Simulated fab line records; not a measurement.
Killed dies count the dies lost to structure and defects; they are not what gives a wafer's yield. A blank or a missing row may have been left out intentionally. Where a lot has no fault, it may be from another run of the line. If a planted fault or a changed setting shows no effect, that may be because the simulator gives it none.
Which of the tools did it? / flow rit-cmos / 16 lots with 48 wafers sampled at 5 steps, on a route of 202 steps

## WHAT THE GAUGES SHOWED, per wafer
RIT_ACTIVE_BOW_MEAS_00. Usual: INCOMING_BOW gives 0 um (standard deviation 6.7).
lot=L934; measured=day 1 10:01; on=film-metro-01; INCOMING_BOW (um)=-3 3 -3; flag=
lot=L935; measured=day 1 15:02; on=film-metro-02; INCOMING_BOW (um)=1 6 -5; flag=
lot=L936; measured=day 1 20:00; on=film-metro-02; INCOMING_BOW (um)=-3 6 3; flag=
lot=L937; measured=day 2 01:00; on=film-metro-02; INCOMING_BOW (um)=4 0 -10; flag=
lot=L938; measured=day 2 06:01; on=film-metro-02; INCOMING_BOW (um)=15 7 -2; flag=
lot=L940; measured=day 2 16:00; on=film-metro-01; INCOMING_BOW (um)=-4 2 -9; flag=
lot=L941; measured=day 2 21:02; on=film-metro-01; INCOMING_BOW (um)=-2 10 0; flag=
lot=L942; measured=day 3 02:01; on=film-metro-01; INCOMING_BOW (um)=3 -1 -8; flag=
lot=L944; measured=day 3 12:02; on=film-metro-01; INCOMING_BOW (um)=1 3 1; flag=
lot=L945; measured=day 3 17:00; on=film-metro-01; INCOMING_BOW (um)=-5 1 -8; flag=
lot=L946; measured=day 3 22:01; on=film-metro-01; INCOMING_BOW (um)=-8 0 -6; flag=
lot=L951; measured=day 4 23:00; on=film-metro-02; INCOMING_BOW (um)=-1 -5 -4; flag=
lot=L952; measured=day 5 04:00; on=film-metro-01; INCOMING_BOW (um)=4 4 -10; flag=
lot=L953; measured=day 5 09:00; on=film-metro-02; INCOMING_BOW (um)=-12 -1 -8; flag=
lot=L954; measured=day 5 14:02; on=film-metro-01; INCOMING_BOW (um)=2 6 3; flag=
lot=L957; measured=day 6 05:01; on=film-metro-02; INCOMING_BOW (um)=-4 -9 7; flag=

RIT_PRETRO_OVL_MEAS_06. Usual: PRETRO_OVL gives 0.0 nm (standard deviation 1.5).
lot=L934; measured=day 2 06:56; on=overlay-02; PRETRO_OVL (nm)=-0.4 -0.6 0.0; flag=
lot=L935; measured=day 2 11:24; on=overlay-01; PRETRO_OVL (nm)=-1.6 -0.1 -0.7; flag=
lot=L936; measured=day 2 17:23; on=overlay-02; PRETRO_OVL (nm)=0.9 -0.6 0.3; flag=
lot=L937; measured=day 2 22:20; on=overlay-01; PRETRO_OVL (nm)=0.2 -0.7 -0.4; flag=
lot=L938; measured=day 3 03:11; on=overlay-02; PRETRO_OVL (nm)=-0.6 1.4 0.9; flag=
lot=L940; measured=day 3 12:26; on=overlay-02; PRETRO_OVL (nm)=242.3 240.4 241.6; flag=OFF
lot=L941; measured=day 3 18:11; on=overlay-02; PRETRO_OVL (nm)=1.4 -2.2 0.8; flag=
lot=L942; measured=day 3 23:08; on=overlay-02; PRETRO_OVL (nm)=236.7 237.7 237.2; flag=OFF
lot=L944; measured=day 4 09:16; on=overlay-02; PRETRO_OVL (nm)=240.8 241.7 240.4; flag=OFF
lot=L945; measured=day 4 14:01; on=overlay-02; PRETRO_OVL (nm)=241.6 242.3 241.0; flag=OFF
lot=L946; measured=day 4 19:23; on=overlay-02; PRETRO_OVL (nm)=-1.2 -0.4 -1.0; flag=
lot=L951; measured=day 5 19:54; on=overlay-01; PRETRO_OVL (nm)=-0.8 -0.3 0.1; flag=
lot=L952; measured=day 6 00:52; on=overlay-01; PRETRO_OVL (nm)=1.5 1.2 -0.4; flag=
lot=L953; measured=day 6 08:22; on=overlay-02; PRETRO_OVL (nm)=-2.7 -0.3 -0.9; flag=
lot=L954; measured=day 6 13:37; on=overlay-01; PRETRO_OVL (nm)=1.4 -0.6 1.0; flag=
lot=L957; measured=day 7 04:02; on=overlay-02; PRETRO_OVL (nm)=-1.6 -0.5 -0.7; flag=

RIT_M1_OVL_MEAS_10. Usual: M1_OVL gives 0.5 nm (standard deviation 1.5).
lot=L934; measured=day 3 05:49; on=overlay-01; M1_OVL (nm)=1.0 0.5 1.2; flag=
lot=L935; measured=day 3 10:42; on=overlay-01; M1_OVL (nm)=-0.8 -1.3 0.3; flag=
lot=L936; measured=day 3 17:08; on=overlay-02; M1_OVL (nm)=1.0 3.3 2.1; flag=
lot=L937; measured=day 3 22:11; on=overlay-01; M1_OVL (nm)=-1.5 0.8 1.3; flag=
lot=L938; measured=day 4 03:45; on=overlay-01; M1_OVL (nm)=-0.5 -0.9 1.1; flag=
lot=L940; measured=day 4 11:35; on=overlay-01; M1_OVL (nm)=2.2 2.7 2.5; flag=
lot=L941; measured=day 4 18:01; on=overlay-01; M1_OVL (nm)=1.6 1.9 0.4; flag=
lot=L942; measured=day 4 23:13; on=overlay-02; M1_OVL (nm)=-1.4 0.8 -0.3; flag=
lot=L944; measured=day 5 08:13; on=overlay-01; M1_OVL (nm)=0.8 0.9 0.7; flag=
lot=L945; measured=day 5 13:05; on=overlay-02; M1_OVL (nm)=-1.5 -1.0 -0.3; flag=
lot=L946; measured=day 5 19:05; on=overlay-02; M1_OVL (nm)=0.1 -0.4 0.9; flag=
lot=L951; measured=day 6 19:52; on=overlay-02; M1_OVL (nm)=-3.3 -3.2 -2.8; flag=
lot=L952; measured=day 7 02:39; on=overlay-02; M1_OVL (nm)=0.7 -0.5 0.0; flag=
lot=L953; measured=day 7 11:04; on=overlay-02; M1_OVL (nm)=3.1 0.6 -0.1; flag=
lot=L954; measured=day 7 16:34; on=overlay-01; M1_OVL (nm)=-1.7 -0.8 0.6; flag=
lot=L957; measured=day 8 03:47; on=overlay-02; M1_OVL (nm)=1.5 0.5 2.5; flag=

## TOOL THAT RAN EACH LOT (tool first, then ch and the chambers of the sampled wafers, then the start)
lot=L934; RIT_PRETRO_EXPOSE_03=iline-stepper-02 ch 0, day 2 06:31; RIT_SDANNEAL_RTA_03=rtp-anneal-01 ch 0, day 3 00:44
lot=L935; RIT_PRETRO_EXPOSE_03=iline-stepper-02 ch 0, day 2 11:00; RIT_SDANNEAL_RTA_03=rtp-anneal-02 ch 0, day 3 05:49
lot=L936; RIT_PRETRO_EXPOSE_03=iline-stepper-02 ch 0, day 2 16:54; RIT_SDANNEAL_RTA_03=rtp-anneal-01 ch 0, day 3 12:15
lot=L937; RIT_PRETRO_EXPOSE_03=iline-stepper-01 ch 0, day 2 21:53; RIT_SDANNEAL_RTA_03=rtp-anneal-02 ch 0, day 3 17:10
lot=L938; RIT_PRETRO_EXPOSE_03=iline-stepper-01 ch 0, day 3 02:46; RIT_SDANNEAL_RTA_03=rtp-anneal-01 ch 0, day 3 22:55
lot=L940; RIT_PRETRO_EXPOSE_03=iline-stepper-01 ch 0, day 3 12:00; RIT_SDANNEAL_RTA_03=rtp-anneal-01 ch 0, day 4 06:41
lot=L941; RIT_PRETRO_EXPOSE_03=iline-stepper-02 ch 0, day 3 17:47; RIT_SDANNEAL_RTA_03=rtp-anneal-02 ch 0, day 4 13:08
lot=L942; RIT_PRETRO_EXPOSE_03=iline-stepper-01 ch 0, day 3 22:43; RIT_SDANNEAL_RTA_03=rtp-anneal-01 ch 0, day 4 18:17
lot=L944; RIT_PRETRO_EXPOSE_03=iline-stepper-01 ch 0, day 4 08:52; RIT_SDANNEAL_RTA_03=rtp-anneal-01 ch 0, day 5 03:25
lot=L945; RIT_PRETRO_EXPOSE_03=iline-stepper-01 ch 0, day 4 13:35; RIT_SDANNEAL_RTA_03=rtp-anneal-02 ch 0, day 5 08:12
lot=L946; RIT_PRETRO_EXPOSE_03=iline-stepper-02 ch 0, day 4 18:58; RIT_SDANNEAL_RTA_03=rtp-anneal-01 ch 0, day 5 14:07
lot=L951; RIT_PRETRO_EXPOSE_03=iline-stepper-02 ch 0, day 5 19:28; RIT_SDANNEAL_RTA_03=rtp-anneal-02 ch 0, day 6 14:52
lot=L952; RIT_PRETRO_EXPOSE_03=iline-stepper-02 ch 0, day 6 00:26; RIT_SDANNEAL_RTA_03=rtp-anneal-01 ch 0, day 6 21:25
lot=L953; RIT_PRETRO_EXPOSE_03=iline-stepper-02 ch 0, day 6 07:56; RIT_SDANNEAL_RTA_03=rtp-anneal-02 ch 0, day 7 06:16
lot=L954; RIT_PRETRO_EXPOSE_03=iline-stepper-02 ch 0, day 6 13:13; RIT_SDANNEAL_RTA_03=rtp-anneal-01 ch 0, day 7 11:35
lot=L957; RIT_PRETRO_EXPOSE_03=iline-stepper-02 ch 0, day 7 03:37; RIT_SDANNEAL_RTA_03=rtp-anneal-01 ch 0, day 7 23:02
- RIT_PRETRO_EXPOSE_03: exposes mask M5, target cd 43700 nm.
- RIT_SDANNEAL_RTA_03: time 5 s.

## WHAT THE TOOLS THEMSELVES READ (means of the sampled wafers that have a number; where no wafer has one, the mark that the record gives instead)
RIT_SDANNEAL_RTA_03. Usual: anneal-temp-c-max 1054.4, standard deviation 1.1; wafer_temp_C_max 1053.7, standard deviation 1.2.
lot=L934 tool=rtp-anneal-01 anneal-temp-c-max=1053.6 wafer_temp_C_max=1052.0 flag=
lot=L935 tool=rtp-anneal-02 anneal-temp-c-max=1054.7 wafer_temp_C_max=1054.2 flag=
lot=L936 tool=rtp-anneal-01 anneal-temp-c-max=1053.9 wafer_temp_C_max=1053.5 flag=
lot=L937 tool=rtp-anneal-02 anneal-temp-c-max=1055.0 wafer_temp_C_max=1053.5 flag=
lot=L938 tool=rtp-anneal-01 anneal-temp-c-max=1054.1 wafer_temp_C_max=1053.9 flag=
lot=L940 tool=rtp-anneal-01 anneal-temp-c-max=1053.8 wafer_temp_C_max=1054.1 flag=
lot=L941 tool=rtp-anneal-02 anneal-temp-c-max=1054.1 wafer_temp_C_max=1053.9 flag=
lot=L942 tool=rtp-anneal-01 anneal-temp-c-max=1054.0 wafer_temp_C_max=1053.2 flag=
lot=L944 tool=rtp-anneal-01 anneal-temp-c-max=1053.0 wafer_temp_C_max=1055.2 flag=
lot=L945 tool=rtp-anneal-02 anneal-temp-c-max=1054.8 wafer_temp_C_max=1055.0 flag=
lot=L946 tool=rtp-anneal-01 anneal-temp-c-max=1052.8 wafer_temp_C_max=1054.4 flag=
lot=L951 tool=rtp-anneal-02 anneal-temp-c-max=1054.9 wafer_temp_C_max=1053.5 flag=
lot=L952 tool=rtp-anneal-01 anneal-temp-c-max=1054.4 wafer_temp_C_max=1052.8 flag=
lot=L953 tool=rtp-anneal-02 anneal-temp-c-max=1055.2 wafer_temp_C_max=1054.1 flag=
lot=L954 tool=rtp-anneal-01 anneal-temp-c-max=1054.0 wafer_temp_C_max=1053.6 flag=
lot=L957 tool=rtp-anneal-01 anneal-temp-c-max=1052.9 wafer_temp_C_max=1053.6 flag=

## THE ANSWER, worked out from the rows above alone
Rule: a lot is off if the mean of its wafers that have a number lies more than 3 standard deviations from the usual mean. A lot without any number at a reading at which 4 lots or more have one is off too. The other lots that the step has rows for count as sound. The gauges are gone through in route order, then the tools' own readings, and for those a lot's mean is taken as printed above. The first step at which some lot is off is used, and at that step the reading that is off furthest; a lot without a number counts as furthest.
Off: L940, L942, L944, L945, at RIT_PRETRO_OVL_MEAS_06 (PRETRO_OVL).
If a tool, at a process step before that reading, ran all the lots that are off and no sound lot after the first of them, it fits. The gauges at RIT_PRETRO_OVL_MEAS_06 are tried like those tools. One candidate fits, namely iline-stepper-01 at RIT_PRETRO_EXPOSE_03. A fault onset in the window from L938 (day 3 02:46, its last sound lot) to L940 (day 3 12:00, its first lot off) fits.

## WHAT THE SIMULATOR HAD PUT IN
Scanner matching overlay: iline-stepper-01, from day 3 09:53 on, at RIT_PRETRO_EXPOSE_03. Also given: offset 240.
Lots struck among those shown: L940, L942, L944, L945. The rule above found the same.
